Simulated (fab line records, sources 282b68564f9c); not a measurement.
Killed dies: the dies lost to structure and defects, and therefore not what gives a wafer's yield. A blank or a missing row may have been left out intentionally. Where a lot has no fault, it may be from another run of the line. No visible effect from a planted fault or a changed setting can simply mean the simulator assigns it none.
Problem report in the 8D (eight disciplines) form, filled by code    flow rit cmos    the parts of the form that need people (team, actions taken, sign-off) are left out

1. THE ISSUE
Mean of heater power total W at RIT_NSD_SOFTBAKE_02: 32.53 W across 9 wafers in 3 lots; on wafers with no fault it is 34.56 W (standard deviation 0.049). That puts it -41 standard deviations away from the usual mean.
The step: time 60 s.
First observed at day 6 09:32: wafer L374.3, on litho track-03. At this step, 45 wafers from 15 lots have a number in the record. By rule, "out" or "out of limits" means more than 4 standard deviations away from the usual mean. All remaining wafers that have a number are taken as sound.

2. WHAT IT IS; WHAT IT IS NOT
question                     is                                  is not
which readings at this step  heater power total W, plate temp C  -
which lots                   L374, L375, L377                    L359, L360, L361, L363, L364, L365, L367, L369, L371, L376, L379, L380
which wafers of those lots   all that have a number              -
read on which tools          litho track-03                      litho track-01, litho track-04
when                         from day 6 09:32                    up to then (27 sound wafers); but 9 sound wafers of L376, L379, L380 came after

3. SUSPECTS, AND WHAT RULES EACH OUT
Counting: a tool stays on the suspect list if, at a process step up to the reading, it processed all lots that are out and no sound lot following the first of them.
- litho track-03 at RIT_NSD_SOFTBAKE_02 (time 60 s): kept. It processed each lot that is out, first L374 at day 6 09:32, and no sound lot thereafter; up to then, the last sound lot it processed was L371 at day 5 15:50. On those wafers its own readings are out: heater power total W, plate temp C.
After counting, what remains is litho track-03 at RIT_NSD_SOFTBAKE_02.

4. THE CAUSE (what the simulator had put in)
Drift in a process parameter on litho track-03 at RIT_NSD_SOFTBAKE_02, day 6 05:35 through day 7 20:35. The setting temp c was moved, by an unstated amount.
This tool alone remained once counting was done.

5. THE CHAIN OF EFFECTS, in route order
One row per reading whose mean, taken over the struck wafers that have a number, lies over 3 standard deviations from the usual. Only readings for which the record gives a usual standard deviation are gone through. hours: the time from each lot's start at the first step in this table that gives one to its start at this step, as a median over the lots. sigmas: the change in usual standard deviations.
hours  step                 reading               usual    on struck wafers  change  sigmas
0      RIT_NSD_SOFTBAKE_02  heater power total W  34.56 W  32.53             -2.03   -41
0      RIT_NSD_SOFTBAKE_02  plate temp C          90.00 C  86.23             -3.77   -29
Here are the process steps it includes:
- RIT_NSD_SOFTBAKE_02: time 60 s.

6. WHAT WOULD HAVE CAUGHT IT SOONER
First out-of-limits reading in this record: day 6 09:32, which is 4 hours after fault onset at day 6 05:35.
